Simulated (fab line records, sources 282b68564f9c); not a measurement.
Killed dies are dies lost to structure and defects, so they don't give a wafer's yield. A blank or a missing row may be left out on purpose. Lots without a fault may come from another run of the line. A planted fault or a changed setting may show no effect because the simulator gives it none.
A struck lot beside a sound one | flow rit_cmos | 44 steps out of a route of 202
Sound: wafers L622.2, L622.3, L622.5. Struck: wafers L632.4, L632.6. (L632.1 of the same lot was not struck and is left out.) The cause comes at the end.
At each step with rows: each side's tool, then ch and its chambers, then its first start. Under that, the readings that differ: sound wafers | struck wafers | difference of the means | sigmas: that difference in standard deviations of wafers without a fault.
alike: readings whose means differ by less than 2 such deviations, and words and numbers that are the same on both sides. not compared: withheld readings, readings that some wafer has no value for, bounds like >300 that may hide the same value, and numbers for which the record gives no deviation and whose values overlap.
The two part at a step that has a row with sigmas, a row that says differs or no value, or rows on one side only. Numbers that don't overlap but have no deviation are shown without sigmas and don't part them. A reading that every wafer of one side lacks parts them only if that side has two wafers or more.

first, 2 steps without rows for these wafers: RIT_PLDD_PEB_04; RIT_PLDD_DEVELOP_05 (develop time 50 s).
RIT_PLDD_OVL_MEAS_06:
  sound on overlay-01, day 4 15:11; struck on overlay-02, day 6 14:41
  alike: PLDD_OVL
then, 2 steps without rows for these wafers: RIT_PLDD_HARDBAKE_07 (time 60 s); RIT_PLDD_IMPLANT_08.
RIT_PLDD_STRIP_09: strips in O2, time 180 s.
  sound on plasma_asher-03 ch 0,1, day 4 15:31; struck on plasma_asher-04 ch 0,1, day 6 15:01
  alike: drypump_motor_current_A
  not compared: rf_hours_counter_h
RIT_PLDD_TW_MEAS_10:
  sound on film_metro-03, day 4 15:41; struck on film_metro-04, day 6 15:11
  alike: PLDD_TW
then, 4 steps without rows for these wafers: RIT_SPACER_CLEAN_00 (cleans in SC1, time 600 s); RIT_SPACER_CLEAN_01 (cleans in dHF, time 30 s); RIT_SPACER_CLEAN_02 (cleans in SC2, time 600 s); RIT_SPACER_CVD_03 (deposits Si3N4 from SiH2Cl2/NH3, target thk 250 nm, time 3300 s).
RIT_SPACER_THK_MEAS_04:
  sound on film_metro-01, day 4 18:02; struck on film_metro-03, day 6 17:32
  reading                 | sound             | struck      | difference | sigmas
  SPACER_NITRIDE_THK (nm) | 252.4 254.5 256.5 | 251.1 249.2 | -4.3       | -2
RIT_SPACER_ETCHBACK_05: etches Si3N4 in SF6/CHF3, stops on SiO2, target depth 250 nm, time 240 s.
  sound on rie_diel-02 ch 0,3, day 4 18:05; struck on rie_diel-02 ch 3, day 6 17:36
  reading                                  | sound             | struck      | difference | sigmas
  rf_fwd_power_W (W)                       | 249.3 250.7 250.7 | 287.8 289.7 | +38.5      | +44
  model.poly-Si_of_GATE_CVD_08.thk_nm (nm) | 170.2 171.7 170.7 | 161.8 164.2 | -7.9       |
  model.Si3N4_of_SPACER_CVD_03.thk_nm (nm) | 197 199.8 200.8   | 193.3 191.6 | -6.8       |
  alike: drypump_motor_current_A, oes_product_au, throttle_valve_pct
  not compared: rf_hours_counter_h
then, 6 steps without rows for these wafers: RIT_NSD_HMDS_00 (prime time 60 s); RIT_NSD_COAT_01 (resist thk 1000 nm); RIT_NSD_SOFTBAKE_02 (time 60 s); RIT_NSD_EXPOSE_03 (exposes mask M9, target cd 40700 nm); RIT_NSD_PEB_04; RIT_NSD_DEVELOP_05 (develop time 50 s).
RIT_NSD_OVL_MEAS_06:
  sound on overlay-01, day 4 19:05; struck on overlay-02, day 6 18:36
  alike: NSD_OVL
then, 2 steps without rows for these wafers: RIT_NSD_HARDBAKE_07 (time 60 s); RIT_NSD_IMPLANT_08.
RIT_NSD_STRIP_09: strips in O2, time 180 s.
  sound on plasma_asher-03 ch 0,1, day 4 19:25; struck on plasma_asher-01 ch 0,1, day 6 18:56
  alike: drypump_motor_current_A
  not compared: rf_hours_counter_h
RIT_NSD_TW_MEAS_10:
  sound on film_metro-03, day 4 19:36; struck on film_metro-03, day 6 19:07
  alike: NSD_TW
then, 6 steps without rows for these wafers: RIT_PSD_HMDS_00 (prime time 60 s); RIT_PSD_COAT_01 (resist thk 1000 nm); RIT_PSD_SOFTBAKE_02 (time 60 s); RIT_PSD_EXPOSE_03 (exposes mask M10, target cd 40900 nm); RIT_PSD_PEB_04; RIT_PSD_DEVELOP_05 (develop time 50 s).
RIT_PSD_OVL_MEAS_06:
  sound on overlay-01, day 4 20:43; struck on overlay-02, day 6 20:08
  alike: PSD_OVL
then, 2 steps without rows for these wafers: RIT_PSD_HARDBAKE_07 (time 60 s); RIT_PSD_IMPLANT_08.
RIT_PSD_STRIP_09: strips in O2, time 180 s.
  sound on plasma_asher-04 ch 0,1, day 4 21:02; struck on plasma_asher-03 ch 1, day 6 20:29
  alike: drypump_motor_current_A
  not compared: rf_hours_counter_h
RIT_PSD_TW_MEAS_10:
  sound on film_metro-04, day 4 21:13; struck on film_metro-04, day 6 20:39
  alike: PSD_TW
then, 2 steps without rows for these wafers: RIT_SDANNEAL_CLEAN_00 (cleans in SC1, time 600 s); RIT_SDANNEAL_CLEAN_01 (cleans in dHF, time 30 s).
RIT_SDANNEAL_CLEAN_02: cleans in SC2, time 600 s.
  sound on wet_bench-01 ch 3, day 4 21:28; struck on wet_bench-03 ch 3, day 6 20:54
  reading                                  | sound             | struck      | difference | sigmas
  model.poly-Si_of_GATE_CVD_08.thk_nm (nm) | 165.9 167.3 166.3 | 157.4 159.7 | -7.9       |
RIT_SDANNEAL_RTA_03: time 5 s.
  sound on rtp_anneal-02 ch 0, day 4 21:39; struck on rtp_anneal-01 ch 0, day 6 21:05
  alike: wafer_temp_C_max
RIT_SDANNEAL_RS_MEAS_04: measures by four-point-probe.
  sound on film_metro-03, day 4 21:43; struck on film_metro-02, day 6 21:08
  alike: PSD_RS
RIT_SDANNEAL_RS_MEAS_05: measures by four-point-probe.
  sound on film_metro-03, day 4 21:50; struck on film_metro-02, day 6 21:16
  alike: NSD_RS
RIT_SDANNEAL_RS_MEAS_06: measures by four-point-probe.
  sound on film_metro-03, day 4 21:58; struck on film_metro-02, day 6 21:23
  alike: PLDD_RS
RIT_SILICIDE_WET_ETCH_00: etches SiO2 in BOE, target depth 14 nm, time 15 s.
  sound on wet_bench-04 ch 0, day 4 22:11; struck on wet_bench-02 ch 0, day 6 21:37
  reading                                  | sound             | struck      | difference | sigmas
  model.Si3N4_of_SPACER_CVD_03.thk_nm (nm) | 195.9 198.6 199.7 | 192.2 190.4 | -6.8       |
RIT_M1_PROBE_99:
  sound on prober-02, day 5 05:10; struck on prober-02, day 7 04:38
  reading                                | sound             | struck      | difference | sigmas
  model.etest.pmos_0p15.r_on_ohm_um      | 2859 2871 2839    | 3098 3158   | +272       |
  model.etest.nmos_0p15.r_on_ohm_um      | 1187 1157 1154    | 1338 1380   | +193       |
  model.etest.nmos_0p3.r_on_ohm_um       | 2189 2188 2205    | 2318 2360   | +145       |
  model.etest.pwell_pinched.rs_ohm_sq    | 471.5 461.9 464.2 | 481.3 486   | +17.8      |
  model.etest.nwell_pinched.rs_ohm_sq    | 344.6 336.9 339.9 | 352.4 354.1 | +12.8      |
  model.etest.diode_pplus_nwell.bv_v (V) | 6.72 6.669 6.686  | 6.746 6.789 | +0.076     |
  alike: killed_at_contacts, killed_at_front_end, killed_dies, killed_open, killed_short
  not compared: model.etest.pplus_sal.width_nm, model.etest.nplus_sal.width_nm

WHERE THEY PART
First at RIT_SPACER_THK_MEAS_04; last, within this record, at RIT_SPACER_ETCHBACK_05. Later steps at which nothing parts them and some readings are alike: RIT_NSD_OVL_MEAS_06, RIT_NSD_STRIP_09, RIT_NSD_TW_MEAS_10, RIT_PSD_OVL_MEAS_06, RIT_PSD_STRIP_09, RIT_PSD_TW_MEAS_10, RIT_SDANNEAL_RTA_03, RIT_SDANNEAL_RS_MEAS_04, RIT_SDANNEAL_RS_MEAS_05, RIT_SDANNEAL_RS_MEAS_06, RIT_M1_PROBE_99.

WHY: what the simulator had put in
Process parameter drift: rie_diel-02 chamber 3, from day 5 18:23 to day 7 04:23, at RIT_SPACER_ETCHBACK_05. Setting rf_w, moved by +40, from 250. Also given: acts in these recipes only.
